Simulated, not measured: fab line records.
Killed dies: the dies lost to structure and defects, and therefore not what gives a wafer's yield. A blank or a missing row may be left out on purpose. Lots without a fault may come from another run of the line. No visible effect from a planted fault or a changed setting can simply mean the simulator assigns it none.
fab line records	flow rit_cmos
[record] lots = 6	wafers = 18	last_day = 7
route steps=202 shown NWELL@35 PWELL@39 WELLDRIVE@50 M1@202
lots that met no fault: from a run of the same line without faults
start_h: start of the lot's first displayed wafer, in hours after the record's first day	wait_h: hours since the lot's step before	" the same as in the row above	L1.1+2: several wafers, shown together as one row	- value missing, or start not given	* or withheld: withheld	< > ~ a bound
route shown NAME@n: a module of which the file shows steps, and the number in the route of the first	usual: mean and standard deviation over wafers with no fault	same: alike in all rows	chamber/n: place in a boat	sites: readings site by site	_std_site: their standard deviation	_edge_site: mean of outer sites minus mean of inner sites	radius_mm: for every site, how far away it sits from the centre of the wafer	mask NAME#n: copy n	behind: the most recent tool/chamber to have shaped the wafer	hold: the reason the lot was held/the length of the hold in hours/how it ended	device: whichever transistor did not switch (one of n, p or np)	end of line: tests of these same wafers at the route's end	a step given without rows: its recipe and nothing more	killed: count of dies lost to structure and defects at first sort (not the wafer's yield)	map: dies across one wafer; x = killed, . = not, _ = none there
set.NAME: the setting the step ran with; set.NAME@STEP: the setting that earlier step ran with	model.NAME: the simulator's own value behind a step, which no gauge read
lots at selected steps of the route; one table per step, one row per wafer
services: when a tool's chamber went out of use (start_h, in hours from the record's first day, below 0 if earlier), for how many hours, and the reason
[[steps]]
[step RIT_NWELL_HARDBAKE_07]
[recipe] resist = NOVOLAK	temp_c = 140	time_s = 120
[step RIT_NWELL_IMPLANT_08]
[recipe] species = P	energy_kev = 170	dose_cm2 = 5e+13	tilt_deg = 7
[step RIT_NWELL_STRIP_09]
[recipe] chemistry = O2	time_s = 180	resist = NOVOLAK	platen_temp_c = withheld	power_w = 500	pressure_mtorr = 4000	o2_flow_sccm = 4000
[usual] drypump_motor_current_A = 5.3/0.41
[same] time_s = 180
lot.wafer	tool	chamber	start_h	wait_h	drypump_motor_current_A	rf_hours_counter_h
L297.3	plasma_asher-03	1	50.95	0.1	5.9	-
L297.4	"	0	"	"	5.0	-
L297.6	"	1	"	"	5.9	-
L299.1	plasma_asher-01	1	57.74	0.1	4.8	43
L299.2	"	0	"	"	5.4	43
L299.5	"	1	"	"	4.8	-
L302.3	plasma_asher-01	0	73.39	0.1	5.4	-
L302.4	"	1	"	"	4.8	-
L302.5	"	1	"	"	4.8	-
L303.2	plasma_asher-03	1	78.41	0.1	6.0	45
L303.4	"	0	"	"	5.0	-
L303.6	"	1	"	"	5.9	-
L304.3	plasma_asher-04	0	82.75	0.1	5.6	-
L304.5	"	0	"	"	5.6	-
L304.6	"	1	"	"	5.5	-
L315.1	plasma_asher-01	1	139.63	0.1	4.8	53
L315.2	"	0	"	"	5.4	53
L315.6	"	1	"	"	4.8	-
[step RIT_NWELL_TW_MEAS_10]
[usual] NWELL_TW = 2136/28
lot.wafer	tool	chamber	start_h	wait_h	NWELL_TW
L297.3	film_metro-02	-	51.09	0.1	2140
L297.4	"	-	"	"	2110
L297.6	"	-	"	"	2132
L299.1	film_metro-01	-	57.91	0.1	2111
L299.2	"	-	"	"	2096
L299.5	"	-	"	"	2109
L302.3	film_metro-01	-	73.53	0.1	2122
L302.4	"	-	"	"	2118
L302.5	"	-	"	"	2107
L303.2	film_metro-04	-	78.59	0.1	2149
L303.4	"	-	"	"	2143
L303.6	"	-	"	"	2153
L304.3	film_metro-02	-	82.89	0.1	2120
L304.5	"	-	"	"	2123
L304.6	"	-	"	"	2122
L315.1	film_metro-04	-	139.80	0.1	2180
L315.2	"	-	"	"	2183
L315.6	"	-	"	"	2161
[step RIT_PWELL_HMDS_00]
[recipe] prime_time_s = 60	prime_temp_c = 140
[step RIT_PWELL_COAT_01]
[recipe] resist = NOVOLAK	spin_rpm = 2000	resist_thk_nm = 1300
[step RIT_PWELL_SOFTBAKE_02]
[recipe] resist = NOVOLAK	temp_c = 90	time_s = 60
[step RIT_PWELL_EXPOSE_03]
[recipe] mask_id = M3	na = 0.57	target_cd_nm = 43700	dose_mj = 250
[step RIT_PWELL_PEB_04]
[recipe] resist = NOVOLAK	temp_c = withheld	time_s = withheld
[step RIT_PWELL_DEVELOP_05]
[recipe] resist = NOVOLAK	develop_time_s = 68	dev_temp_c = 23
[step RIT_PWELL_OVL_MEAS_06]
[usual] PWELL_OVL = 0.0/1.4
lot.wafer	tool	chamber	start_h	wait_h	PWELL_OVL[nm]
L297.3	overlay-01	-	52.05	-	1.2
L297.4	"	-	"	"	1.0
L297.6	"	-	"	"	2.3
L299.1	overlay-02	-	58.98	-	-0.8
L299.2	"	-	"	"	-1.9
L299.5	"	-	"	"	-1.7
L302.3	overlay-01	-	74.46	-	-0.9
L302.4	"	-	"	"	0.2
L302.5	"	-	"	"	-0.9
L303.2	overlay-02	-	79.65	-	0.7
L303.4	"	-	"	"	1.2
L303.6	"	-	"	"	-0.1
L304.3	overlay-01	-	84.10	-	0.4
L304.5	"	-	"	"	1.1
L304.6	"	-	"	"	0.2
L315.1	overlay-01	-	140.76	-	0.2
L315.2	"	-	"	"	-0.8
L315.6	"	-	"	"	0.3
[step RIT_PWELL_HARDBAKE_07]
[recipe] resist = NOVOLAK	temp_c = 140	time_s = 120
[step RIT_PWELL_IMPLANT_08]
[recipe] species = B	energy_kev = 170	dose_cm2 = 7e+13	tilt_deg = 7
[usual] faraday_current_uA = 222/4.2
lot.wafer	tool	chamber	start_h	wait_h	faraday_current_uA
L297.3	implanter-03	0	52.38	0.2	220
L297.4	"	0	"	"	220
L297.6	"	0	"	"	218
L299.1	implanter-02	0	59.27	0.2	219
L299.2	"	0	"	"	221
L299.5	"	0	"	"	223
L302.3	implanter-03	0	74.78	0.2	221
L302.4	"	0	"	"	225
L302.5	"	0	"	"	229
L303.2	implanter-03	0	79.96	0.2	219
L303.4	"	0	"	"	226
L303.6	"	0	"	"	222
L304.3	implanter-03	0	84.43	0.2	218
L304.5	"	0	"	"	218
L304.6	"	0	"	"	221
L315.1	implanter-02	0	141.05	0.2	220
L315.2	"	0	"	"	221
L315.6	"	0	"	"	213
[step RIT_PWELL_STRIP_09]
[recipe] chemistry = O2	time_s = 180	resist = NOVOLAK	platen_temp_c = withheld	power_w = 500	pressure_mtorr = 4000	o2_flow_sccm = 3934
[usual] drypump_motor_current_A = 5.3/0.45
[same] time_s = 180
lot.wafer	tool	chamber	start_h	wait_h	drypump_motor_current_A	rf_hours_counter_h
L297.3	plasma_asher-02	0	52.54	0.1	5.9	-
L297.4	"	1	"	"	6.0	-
L297.6	"	0	"	"	5.9	-
L299.1	plasma_asher-03	1	59.42	0.1	5.9	45
L299.2	"	0	"	"	5.0	45
L299.5	"	1	"	"	5.9	-
L302.3	plasma_asher-01	1	74.94	0.1	4.8	-
L302.4	"	0	"	"	5.4	-
L302.5	"	0	"	"	5.4	-
L303.2	plasma_asher-01	0	80.08	0.1	5.4	46
L303.4	"	0	"	"	5.4	-
L303.6	"	0	"	"	5.4	-
L304.3	plasma_asher-03	0	84.58	0.1	5.0	-
L304.5	"	1	"	"	5.9	-
L304.6	"	0	"	"	5.0	-
L315.1	plasma_asher-03	0	141.20	0.1	5.0	52
L315.2	"	1	"	"	5.9	52
L315.6	"	1	"	"	5.9	-
[step RIT_PWELL_TW_MEAS_10]
[usual] PWELL_TW = 946/9.8
lot.wafer	tool	chamber	start_h	wait_h	PWELL_TW
L297.3	film_metro-04	-	52.67	0.1	961
L297.4	"	-	"	"	955
L297.6	"	-	"	"	960
L299.1	film_metro-02	-	59.59	0.1	951
L299.2	"	-	"	"	954
L299.5	"	-	"	"	952
L302.3	film_metro-04	-	75.08	0.1	960
L302.4	"	-	"	"	961
L302.5	"	-	"	"	955
L303.2	film_metro-04	-	80.27	0.1	946
L303.4	"	-	"	"	951
L303.6	"	-	"	"	953
L304.3	film_metro-02	-	84.72	0.1	936
L304.5	"	-	"	"	940
L304.6	"	-	"	"	938
L315.1	film_metro-01	-	141.38	0.1	929
L315.2	"	-	"	"	925
L315.6	"	-	"	"	929
[step RIT_WELLDRIVE_ANNEAL_00]
[recipe] temp_c = 1100	time_s = 14700	ambient = N2
[step RIT_WELLDRIVE_RS_MEAS_01]
[recipe] thk_meas_gauge = four-point-probe
[usual] NWELL_RS = 275.4/0.82
lot.wafer	tool	chamber	start_h	wait_h	NWELL_RS[ohm/sq]
L297.3	film_metro-02	-	57.84	0.0	275.3
L297.4	"	-	"	"	275.6
L297.6	"	-	"	"	275.7
L299.1	film_metro-01	-	64.80	0.0	275.4
L299.2	"	-	"	"	275.0
L299.5	"	-	"	"	276.3
L302.3	film_metro-02	-	81.28	0.0	274.3
L302.4	"	-	"	"	275.2
L302.5	"	-	"	"	275.1
L303.2	film_metro-04	-	86.34	0.0	275.9
L303.4	"	-	"	"	277.0
L303.6	"	-	"	"	275.9
L304.3	film_metro-01	-	89.88	0.0	276.4
L304.5	"	-	"	"	275.7
L304.6	"	-	"	"	275.7
L315.1	film_metro-01	-	147.55	0.0	275.3
L315.2	"	-	"	"	275.6
L315.6	"	-	"	"	275.4
[step RIT_WELLDRIVE_RS_MEAS_02]
[recipe] thk_meas_gauge = four-point-probe
[usual] PWELL_RS = 429.1/1.3
lot.wafer	tool	chamber	start_h	wait_h	hold	PWELL_RS[ohm/sq]
L297.3	film_metro-02	-	57.96	0.1	-	427.0
L297.4	"	-	"	"	-	428.2
L297.6	"	-	"	"	-	428.5
L299.1	film_metro-01	-	64.92	0.1	-	428.6
L299.2	"	-	"	"	-	428.7
L299.5	"	-	"	"	-	429.1
L302.3	film_metro-02	-	81.40	0.1	-	428.2
L302.4	"	-	"	"	-	427.9
L302.5	"	-	"	"	-	427.2
L303.2	film_metro-04	-	86.46	0.1	await_dispo/0.2h/release	435.6
L303.4	"	-	"	"	await_dispo/0.2h/release	435.3
L303.6	"	-	"	"	await_dispo/0.2h/release	434.1
L303.2	film_metro-04	-	86.75	0.3	-	434.4
L303.4	"	-	"	"	-	435.9
L303.6	"	-	"	"	-	434.8
L304.3	film_metro-01	-	90.00	0.1	await_dispo/0.2h/release	435.1
L304.5	"	-	"	"	await_dispo/0.2h/release	435.2
L304.6	"	-	"	"	await_dispo/0.2h/release	435.4
L304.3	film_metro-01	-	90.40	0.4	-	435.2
L304.5	"	-	"	"	-	435.2
L304.6	"	-	"	"	-	435.9
L315.1	film_metro-01	-	147.67	0.1	-	431.4
L315.2	"	-	"	"	-	430.0
L315.6	"	-	"	"	-	430.5
[step RIT_M1_PROBE_99]
[usual] killed_at_contacts = 0.0/0.2	killed_at_front_end = 6.6/2.9	killed_dies = 6.6/3	killed_open = 3.4/2	killed_short = 3.2/2
[same] gross_dies = 264	killed_at_M0_to_M3 = 0	killed_at_M4_up = 0	killed_at_back_side = 0	killed_at_other = 0
lot.wafer	tool	chamber	start_h	wait_h	killed_at_contacts	killed_at_front_end	killed_dies	killed_open	killed_short
L299.1	prober-01	-	94.04	0.1	0	4	4	2	2
L299.2	prober-01	-	94.09	0.1	0	6	6	3	3
L299.5	prober-01	-	94.24	0.2	0	8	8	4	4
L302.3	prober-02	-	112.38	0.2	0	6	6	2	4
L302.4	prober-02	-	112.43	0.2	0	9	9	6	3
L302.5	prober-02	-	112.48	0.2	0	5	5	2	3
L303.2	prober-01	-	135.26	0.1	0	2	2	1	1
L303.4	prober-01	-	135.36	0.2	1	6	7	5	2
L303.6	prober-01	-	135.46	0.2	0	6	6	5	1
L304.3	prober-02	-	136.58	0.2	0	5	5	3	2
L304.5	prober-02	-	136.68	0.2	0	4	4	3	1
L304.6	prober-02	-	136.73	0.2	0	7	7	3	4
L315.1	prober-01	-	177.83	0.1	0	10	10	6	4
L315.2	prober-01	-	177.88	0.1	0	14	14	3	11
L315.6	prober-01	-	178.08	0.2	0	5	5	3	2
// killed by level:class
L299.1 SPACER:geometric_particle:open=2 FOX2:geometric_particle:short=1 SPACER:geometric_particle:short=1
L299.2 SILICIDE:geometric_particle:open=3 SPACER:geometric_particle:short=2 SILICIDE:geometric_particle:short=1
L299.5 REOX:geometric_particle:open=3 SPACER:geometric_particle:short=2 FOX2:geometric_particle:short=1 GATE:geometric_particle:short=1 SILICIDE:geometric_particle:open=1
L302.3 GATE:geometric_particle:short=4 GATE:geometric_particle:open=1 SPACER:geometric_particle:open=1
L302.4 GATE:geometric_particle:short=3 GATE:geometric_particle:open=2 FOX2:geometric_particle:open=1 REOX:geometric_particle:open=1 SPACER:geometric_particle:open=1 SILICIDE:geometric_particle:open=1
L302.5 FOX2:geometric_particle:short=2 FOX2:geometric_particle:open=1 GATE:geometric_particle:open=1 SILICIDE:geometric_particle:short=1
L303.2 FOX2:geometric_particle:open=1 REOX:geometric_particle:short=1
L303.4 REOX:geometric_particle:open=2 FOX1:geometric_particle:short=1 SPACER:geometric_particle:open=1 SILICIDE:geometric_particle:short=1 SILICIDE:geometric_particle:open=1 CONTACT:geometric_particle:open=1
L303.6 GATE:geometric_particle:open=2 SILICIDE:geometric_particle:open=2 ACTIVE:geometric_particle:open=1 GATE:geometric_particle:short=1
L304.3 GATE:geometric_particle:short=2 SILICIDE:geometric_particle:open=2 SPACER:geometric_particle:open=1
L304.5 FOX1:geometric_particle:open=1 GATE:geometric_particle:short=1 REOX:geometric_particle:open=1 SILICIDE:geometric_particle:open=1
L304.6 GATE:geometric_particle:open=2 REOX:geometric_particle:short=2 FOX1:geometric_particle:open=1 GATE:geometric_particle:short=1 SILICIDE:geometric_particle:short=1
L315.1 GATE:geometric_particle:open=2 SPACER:geometric_particle:open=2 SILICIDE:geometric_particle:short=2 FOX2:geometric_particle:open=1 GATE:geometric_particle:short=1 SPACER:geometric_particle:short=1 SILICIDE:geometric_particle:open=1
L315.2 GATE:geometric_particle:short=3 FOX1:geometric_particle:short=2 SPACER:geometric_particle:short=2 SILICIDE:geometric_particle:open=2 ACTIVE:geometric_particle:short=1 FOX1:geometric_particle:open=1 FOX2:geometric_particle:short=1 REOX:geometric_particle:short=1
L315.6 SPACER:geometric_particle:open=2 FOX1:geometric_particle:short=1 REOX:geometric_particle:open=1 SILICIDE:geometric_particle:short=1
[[services]]
tool	chamber	start_h	hours	kind
plasma_asher-04	-	33.20	1.2	repair
plasma_asher-02	-	43.47	2.2	repair
plasma_asher-03	-	68.20	8.0	repair
plasma_asher-04	-	69.16	10.0	pm
plasma_asher-01	-	90.33	1.3	repair
implanter-02	-	91.68	6.2	repair
plasma_asher-04	-	95.39	2.0	repair
plasma_asher-02	-	108.75	9.0	pm
plasma_asher-02	0	108.75	9.0	vent_cycle
plasma_asher-02	1	108.75	9.0	vent_cycle
plasma_asher-02	0	117.75	-	clean
plasma_asher-02	1	117.75	-	clean
plasma_asher-02	-	135.05	4.4	repair
implanter-03	-	136.38	6.0	pm
[[key]]
[first_sign] step = RIT_WELLDRIVE_RS_MEAS_02	reading = visit	direction = added
[effect] step = RIT_WELLDRIVE_RS_MEAS_02	reading = PWELL_RS	direction = up	sigmas = 4.7	usual = 429.1	struck = 435.1
met_at RIT_PWELL_IMPLANT_08
struck_wafers L303.2,L303.4,L303.6,L304.3,L304.5,L304.6
tester_left_out L303,L304
onset_between 74.78 79.96
[fault] kind = process_parameter_drift	tool = implanter-03	chamber = -	onset_h = 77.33	steps = RIT_PWELL_IMPLANT_08	channel = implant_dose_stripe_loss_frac	offset = 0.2	shape = step	end_h = 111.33
// tester_left_out: of these lots the tester's yield and bins aren't shown, on N5 and GAA mostly nor the transistor test; their killed dies are dies lost to structure and defects alone, not to doping, threshold or leakage, so they don't give the yield
